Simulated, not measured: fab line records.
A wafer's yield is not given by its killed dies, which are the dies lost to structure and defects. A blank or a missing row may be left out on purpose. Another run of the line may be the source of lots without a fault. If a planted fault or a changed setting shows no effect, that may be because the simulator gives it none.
Which tool is to blame?	flow rit_cmos	15 lots, 45 wafers sampled, at 1 step of a route of 202

== WHAT EACH GAUGE READ, for each wafer ==
No reading from a measuring or inspecting step in the record can be judged against a usual standard deviation.

== EACH LOT AND THE TOOL THAT RAN IT (in order: tool; ch and the chambers of the sampled wafers; start) ==
lot	RIT_PSD_STRIP_09
L851	plasma_asher-04 ch 0,1, day 3 00:47
L852	plasma_asher-04 ch 0,1, day 3 06:49
L853	plasma_asher-01 ch 0,1, day 3 12:10
L854	plasma_asher-04 ch 0,1, day 3 16:57
L855	plasma_asher-01 ch 0,1, day 3 21:29
L856	plasma_asher-03 ch 0,1, day 4 01:56
L860	plasma_asher-03 ch 0,1, day 5 02:56
L865	plasma_asher-01 ch 0,1, day 6 00:59
L864	plasma_asher-03 ch 0,1, day 6 01:35
L867	plasma_asher-04 ch 0,1, day 6 10:19
L868	plasma_asher-04 ch 0,1, day 6 13:43
L869	plasma_asher-03 ch 0,1, day 6 18:52
L871	plasma_asher-04 ch 0,1, day 7 04:11
L872	plasma_asher-01 ch 0,1, day 7 11:22
L873	plasma_asher-01 ch 0,1, day 7 14:13
- RIT_PSD_STRIP_09: strips in O2, time 180 s.

== WHAT THE TOOLS THEMSELVES READ (means of the sampled wafers that have a number; where no wafer has one, the mark that the record gives instead) ==
RIT_PSD_STRIP_09.
lot	tool	chamber_pressure_mTorr (mTorr)	drypump_motor_current_A (A)
L851	plasma_asher-04	3998	5.6
L852	plasma_asher-04	4003	5.7
L853	plasma_asher-01	3999	5.4
L854	plasma_asher-04	-	-
L855	plasma_asher-01	-	-
L856	plasma_asher-03	-	-
L860	plasma_asher-03	4004	5.4
L865	plasma_asher-01	3998	5.4
L864	plasma_asher-03	4003	5.1
L867	plasma_asher-04	3999	5.7
L868	plasma_asher-04	4002	5.6
L869	plasma_asher-03	4002	5.5
L871	plasma_asher-04	3995	5.5
L872	plasma_asher-01	3999	5.5
L873	plasma_asher-01	4004	5.4

== THE ANSWER, worked out from the rows above alone ==
Rule: what is usual is taken from the lots themselves. Put in order of their means at a reading, lots are off if they are a third of the lots or fewer, leave a main group of 4 or more, and stand apart from it by a gap of 3 or more times the standard deviation of the main group's means; of several such gaps the widest counts. If all means in a main group match to the digits the tables above print for the reading, that group is not used. Also off: a lot with no number at a reading for which 4 or more lots have one. Any other lot the step has rows for is counted as sound. The gauges are gone through in route order, then the tools' own readings, and for those a lot's mean is taken as printed above. The first step at which some lot is off is used, and at that step the reading that is off furthest; a lot without a number counts as furthest.
Off, at RIT_PSD_STRIP_09 on chamber_pressure_mTorr: L854, L855, L856. Without a number there: L854, L855, L856. The main group has a mean of 4000 mTorr with a standard deviation of 2.8.
A tool fits if, at that step or a process step before it, it ran every lot that is off, and no sound lot after the first of them. Not one of the candidates tried fits.

== WHAT THE SIMULATOR HAD PUT IN ==
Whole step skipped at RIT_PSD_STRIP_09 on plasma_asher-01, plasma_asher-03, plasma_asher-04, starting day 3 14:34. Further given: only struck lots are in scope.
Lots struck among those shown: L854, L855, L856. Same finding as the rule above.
